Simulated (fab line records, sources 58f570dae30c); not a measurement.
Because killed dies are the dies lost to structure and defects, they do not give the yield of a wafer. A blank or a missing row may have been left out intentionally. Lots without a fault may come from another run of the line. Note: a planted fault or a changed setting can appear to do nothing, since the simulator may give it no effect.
What tool caused it? | flow berkeley-cmos170 | 42 wafers from 14 lots sampled at 5 of the route's 331 steps

## WHAT EACH GAUGE READ, for each wafer
UCB170_NWELL_OVL_MEAS_12. Usual: for NWELL_OVL the level is -4 nm and the standard deviation is 5.7.
lot  | measured    | on         | NWELL_OVL (nm) | flag
L291 | day 3 00:00 | overlay-01 | -13 -19 -10    |
L292 | day 3 00:16 | overlay-02 | -8 -6 -11      |
L293 | day 3 07:37 | overlay-02 | -12 -6 -6      |
L294 | day 3 15:09 | overlay-02 | -3 -4 4        |
L295 | day 3 15:26 | overlay-02 | -8 -4 -11      |
L296 | day 3 23:52 | overlay-01 | -1 -6 3        |
L299 | day 4 11:43 | overlay-02 | -14 -10 -4     |
L298 | day 4 12:28 | overlay-01 | 4 -1 0         |
L300 | day 4 16:44 | overlay-02 | 8 1 5          |
L303 | day 5 14:18 | overlay-01 | -12 -3 -10     |
L307 | day 6 02:17 | overlay-01 | -3 -5 -1       |
L309 | day 6 13:29 | overlay-02 | -5 -1 -5       |
L310 | day 6 22:15 | overlay-02 | 4 4 0          |
L311 | day 7 05:24 | overlay-02 | -5 1 1         |

UCB170_PLDD_OVL_MEAS_07. Usual: for PLDD_OVL the level is 0 nm and the standard deviation is 5.8.
lot  | measured     | on         | PLDD_OVL (nm) | flag
L291 | day 6 20:12  | overlay-02 | -1 2 0        |
L292 | day 6 19:35  | overlay-02 | -8 -6 3       |
L293 | day 7 13:53  | overlay-02 | 1 9 1         |
L294 | day 8 02:57  | overlay-01 | -6 -12 -10    |
L295 | day 7 20:11  | overlay-01 | -5 -11 -4     |
L296 | day 8 03:38  | overlay-01 | 9 10 11       |
L299 | day 8 02:28  | overlay-01 | -1 -6 -4      |
L298 | day 8 19:36  | overlay-02 | -1 -4 -9      |
L300 | day 8 19:18  | overlay-01 | 9 -4 8        |
L303 | day 9 22:51  | overlay-01 | 2 1 -9        |
L307 | day 10 04:59 | overlay-01 | -10 4 -8      |
L309 | day 10 15:20 | overlay-01 | -6 0 3        |
L310 | day 11 01:07 | overlay-02 | -9 3 -6       |
L311 | day 11 00:34 | overlay-02 | -8 5 4        |

UCB170_SDANNEAL_RS_MEAS_04: a four-point-probe measurement. Usual: for PLDD_RS the level is 1031.0 ohm/sq and the standard deviation is 2.6.
lot  | measured     | on            | PLDD_RS (ohm/sq)     | flag
L291 | day 7 10:32  | film-metro-01 | 1028.4 1026.8 1031.4 |
L292 | day 7 08:40  | film-metro-01 | 1032.6 1027.0 1028.5 |
L293 | day 8 03:36  | film-metro-03 | 1030.2 1026.4 1029.8 |
L294 | day 8 17:16  | film-metro-02 | 1028.3 1032.0 1029.2 |
L295 | day 8 12:15  | film-metro-02 | 1032.8 1030.3 1030.9 |
L296 | day 8 16:55  | film-metro-03 | 1030.0 1029.5 1029.1 |
L299 | day 8 16:43  | film-metro-02 | 1031.5 1031.3 1029.0 |
L298 | day 9 07:40  | film-metro-01 | 1089.2 1087.0 1085.3 | OFF
L300 | day 9 07:27  | film-metro-02 | 1091.5 1094.6 1095.8 | OFF
L303 | day 10 14:18 | film-metro-02 | 1036.5 1036.4 1035.8 |
L307 | day 10 19:23 | film-metro-03 | 1028.6 1031.9 1031.3 |
L309 | day 11 05:35 | film-metro-02 | 1032.3 1031.2 1032.8 |
L310 | day 11 14:11 | film-metro-01 | 1028.1 1030.3 1029.9 |
L311 | day 11 13:34 | film-metro-01 | 1034.8 1031.9 1033.3 |

## TOOL THAT RAN EACH LOT (tool first, then ch and the chambers of the sampled wafers, then the start)
lot  | UCB170_PLDD_STRIP_10                 | UCB170_SPACER_ANNEAL_02
L291 | plasma-asher-03 ch 0,1, day 6 20:32  | furnace-04 ch 0, day 7 01:02
L292 | plasma-asher-03 ch 0,1, day 6 19:55  | furnace-04 ch 0, day 7 01:02
L293 | plasma-asher-03 ch 0,1, day 7 14:14  | furnace-01 ch 0, day 7 19:32
L294 | plasma-asher-03 ch 0,1, day 8 03:17  | furnace-01 ch 0, day 8 10:13
L295 | plasma-asher-03 ch 0,1, day 7 20:32  | furnace-03 ch 0, day 8 02:33
L296 | plasma-asher-04 ch 0,1, day 8 03:58  | furnace-01 ch 0, day 8 10:13
L299 | plasma-asher-04 ch 0,1, day 8 02:47  | furnace-01 ch 0, day 8 10:13
L298 | plasma-asher-03 ch 0,1, day 8 19:58  | furnace-01 ch 0, day 9 01:09
L300 | plasma-asher-02 ch 0,1, day 8 19:40  | furnace-01 ch 0, day 9 01:09
L303 | plasma-asher-02 ch 0,1, day 9 23:11  | furnace-03 ch 0, day 10 03:43
L307 | plasma-asher-04 ch 0,1, day 10 05:19 | furnace-03 ch 0, day 10 10:23
L309 | plasma-asher-02 ch 0,1, day 10 15:40 | furnace-04 ch 0, day 10 22:16
L310 | plasma-asher-02 ch 0,1, day 11 01:27 | furnace-04 ch 0, day 11 06:26
L311 | plasma-asher-03 ch 0,1, day 11 00:54 | furnace-04 ch 0, day 11 06:26
- UCB170_PLDD_STRIP_10: strips in O2.
- UCB170_SPACER_ANNEAL_02: time 1800 s.

## AS READ BY THE TOOLS THEMSELVES (means over the sampled wafers that have a number; for cases with no such wafer, the mark the record gives instead)
UCB170_PLDD_STRIP_10. Usual: drypump-motor-current-A 5.8 A, standard deviation 0.59; oes-product-au 0.735 a.u., standard deviation 0.0051; strip-time-to-endpoint-s 21.63 s, standard deviation 0.064.
lot  | tool            | drypump-motor-current-A (A) | oes-product-au (a.u.) | strip-time-to-endpoint-s (s) | flag
L291 | plasma-asher-03 | 6.2                         | 0.732                 | 21.55                        |
L292 | plasma-asher-03 | 6.2                         | 0.735                 | 21.61                        |
L293 | plasma-asher-03 | 6.1                         | 0.738                 | 21.51                        |
L294 | plasma-asher-03 | 6.2                         | 0.736                 | 21.64                        |
L295 | plasma-asher-03 | 6.2                         | 0.731                 | 21.59                        |
L296 | plasma-asher-04 | 5.2                         | 0.735                 | 21.66                        |
L299 | plasma-asher-04 | 5.3                         | 0.730                 | 21.73                        |
L298 | plasma-asher-03 | 6.2                         | 0.733                 | 21.71                        |
L300 | plasma-asher-02 | 5.8                         | 0.738                 | 21.59                        |
L303 | plasma-asher-02 | 5.9                         | 0.740                 | 21.55                        |
L307 | plasma-asher-04 | 5.1                         | 0.732                 | 21.60                        |
L309 | plasma-asher-02 | 5.8                         | 0.735                 | 21.59                        |
L310 | plasma-asher-02 | 5.9                         | 0.740                 | 21.65                        |
L311 | plasma-asher-03 | 6.2                         | 0.736                 | 21.54                        |

UCB170_SPACER_ANNEAL_02. Usual: spike-tc-centre-C 902.0 C, standard deviation 1.6; spike-tc-load-C 922 C, standard deviation 5; spike-tc-source-C 920 C, standard deviation 3.5; tube-center-temp-C 900.01 C, standard deviation 0.085; tube_center_temp_C_max 902.3, standard deviation 0.33; zone-power-load-pct 25.6 %, standard deviation 2.4.
lot  | tool       | spike-tc-centre-C (C) | spike-tc-load-C (C) | spike-tc-source-C (C) | tube-center-temp-C (C) | tube_center_temp_C_max | zone-power-load-pct (%) | flag
L291 | furnace-04 | 901.5                 | 923                 | 919                   | 899.98                 | 902.4                  | 24.9                    |
L292 | furnace-04 | 899.7                 | 924                 | 919                   | 900.04                 | 902.1                  | 25.0                    |
L293 | furnace-01 | 901.7                 | 915                 | 916                   | 899.98                 | 902.3                  | 29.5                    |
L294 | furnace-01 | 900.8                 | 916                 | 915                   | 900.02                 | 902.5                  | 29.3                    |
L295 | furnace-03 | 903.0                 | 928                 | 924                   | 899.97                 | 902.1                  | 23.4                    |
L296 | furnace-01 | 902.6                 | 916                 | 916                   | 899.99                 | 902.0                  | 29.2                    |
L299 | furnace-01 | 900.7                 | 915                 | 915                   | 900.02                 | 902.3                  | 29.1                    |
L298 | furnace-01 | 886.8                 | 899                 | 900                   | 885.08                 | 887.4                  | 28.0                    | OFF
L300 | furnace-01 | 887.3                 | 900                 | 902                   | 884.98                 | 887.4                  | 27.9                    | OFF
L303 | furnace-03 | 903.1                 | 927                 | 923                   | 900.04                 | 902.4                  | 23.3                    |
L307 | furnace-03 | 904.1                 | 927                 | 924                   | 899.99                 | 902.5                  | 23.5                    |
L309 | furnace-04 | 900.0                 | 922                 | 919                   | 899.97                 | 902.4                  | 24.9                    |
L310 | furnace-04 | 900.8                 | 923                 | 918                   | 899.97                 | 902.2                  | 25.0                    |
L311 | furnace-04 | 901.0                 | 923                 | 919                   | 899.97                 | 902.3                  | 24.8                    |

## THE ANSWER, worked out from the rows above alone
Rule: a lot counts as off when the mean over its wafers that have a number is more than 3 standard deviations away from the usual mean. Also off: a lot with no number at a reading for which 4 or more lots have one. Any other lot the step has rows for is counted as sound. After the gauges, taken in route order, come the tools' own readings; for these a lot's mean is taken, as printed above. The first step at which some lot is off is used, and at that step the reading that is off furthest; a lot without a number counts as furthest.
Off: L298, L300, seen at UCB170_SDANNEAL_RS_MEAS_04 (PLDD_RS).
If a tool, at a process step before that reading, ran all the lots that are off and no sound lot after the first of them, it fits. Not tried: the gauges at UCB170_SDANNEAL_RS_MEAS_04; whatever is off there is also off at UCB170_SPACER_ANNEAL_02, on other tools, and gauge error can't account for it. One fits: UCB170_SPACER_ANNEAL_02 on furnace-01. A fault onset in the window from L294 (day 8 10:13, its last sound lot) to L298 (day 9 01:09, its first lot off) fits.
The tool's own readings at UCB170_SPACER_ANNEAL_02 bear it out: on the lots that are off they differ by more than 5 times the standard deviation of the sound lots' means. spike-tc-centre-C reads 887.0 C there against 901.6 C on the sound lots; spike-tc-source-C reads 901 C there against 919 C on the sound lots; tube-center-temp-C reads 885.03 C there against 900.00 C on the sound lots; tube_center_temp_C_max reads 887.4 there against 902.3 on the sound lots.

## WHAT THE SIMULATOR PUT IN
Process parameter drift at UCB170_SPACER_ANNEAL_02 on furnace-01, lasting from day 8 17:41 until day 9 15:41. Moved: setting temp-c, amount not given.
Lots struck among those shown: L298, L300. This agrees with what the rule above found.
